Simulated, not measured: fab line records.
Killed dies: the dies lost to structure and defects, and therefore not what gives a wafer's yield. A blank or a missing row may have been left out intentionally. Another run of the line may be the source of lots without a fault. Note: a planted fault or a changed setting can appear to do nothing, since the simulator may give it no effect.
Which of the tools did it? -- flow berkeley_cmos170 -- 7 lots with 21 wafers sampled at 3 steps, on a route of 331 steps

WHAT THE GAUGES SHOWED, per wafer
UCB170_SILICIDE_RS_MEAS_02: uses a four-point probe to measure.
lot,measured,on,SILICIDE_TI_RS (ohm/sq)
L293,day 7 02:16,film_metro-04,26.8 26.2 26.8
L295,day 7 22:50,film_metro-02,25.8 26.1 26.0
L297,day 7 22:50,film_metro-04,26.9 26.4 26.6
L299,day 8 17:52,film_metro-02,26.4 26.6 26.0
L304,day 9 09:47,film_metro-01,25.7 26.1 26.0
L306,day 9 16:46,film_metro-02,11.6 11.8 11.6
L314,day 11 21:40,film_metro-02,26.2 26.2 26.2

TOOL THAT RAN EACH LOT (tool first, then ch and the chambers of the sampled wafers, then the start)
lot,UCB170_ZERO_STRIP_07,UCB170_SILICIDE_SPUTTER_01
L293,"plasma_asher-04 ch 0,1, day 1 23:43","pvd_sputter-03, day 7 02:13"
L295,"plasma_asher-01 ch 0,1, day 2 09:43","pvd_sputter-04, day 7 22:41"
L297,"plasma_asher-01 ch 0,1, day 2 22:07","pvd_sputter-03, day 7 22:41"
L299,"plasma_asher-04 ch 0,1, day 3 05:28","pvd_sputter-03, day 8 17:49"
L304,"plasma_asher-03 ch 0,1, day 4 08:49","pvd_sputter-01, day 9 09:46"
L306,"plasma_asher-04 ch 0,1, day 4 18:11","pvd_sputter-03, day 9 16:32"
L314,"plasma_asher-03 ch 0,1, day 6 19:48","pvd_sputter-01, day 11 21:37"
- UCB170_ZERO_STRIP_07: strips in O2.
- UCB170_SILICIDE_SPUTTER_01: material Ti, target thk 30 nm, time 25 s.

THE ANSWER, worked out from the rows above alone
Rule: what is usual is taken from the lots themselves. The widest of any qualifying gaps counts: lots, ordered by their means at a reading, are off when they make up no more than a third of the lots, leave a main group of 4 or more, and stand apart from it by 3 or more times the standard deviation of that group's means. The tables above print the reading to a certain number of digits; a main group whose means all agree to those digits is not used. Also off: a lot with no number at a reading for which 4 or more lots have one. Where the step has rows for the other lots, those lots are counted as sound.
Off: at UCB170_SILICIDE_RS_MEAS_02 (SILICIDE_TI_RS), L306. The main group: mean 26.3 ohm/sq, standard deviation 0.28.
A tool fits if, at a process step before that reading, it ran every lot that is off, and no sound lot after the first of them. Gauges at UCB170_SILICIDE_RS_MEAS_02: tried the same way as those tools. Can't be told from this: 2 tools fit, plasma_asher-04 at UCB170_ZERO_STRIP_07, pvd_sputter-03 at UCB170_SILICIDE_SPUTTER_01.

WHAT WAS PUT IN BY THE SIMULATOR
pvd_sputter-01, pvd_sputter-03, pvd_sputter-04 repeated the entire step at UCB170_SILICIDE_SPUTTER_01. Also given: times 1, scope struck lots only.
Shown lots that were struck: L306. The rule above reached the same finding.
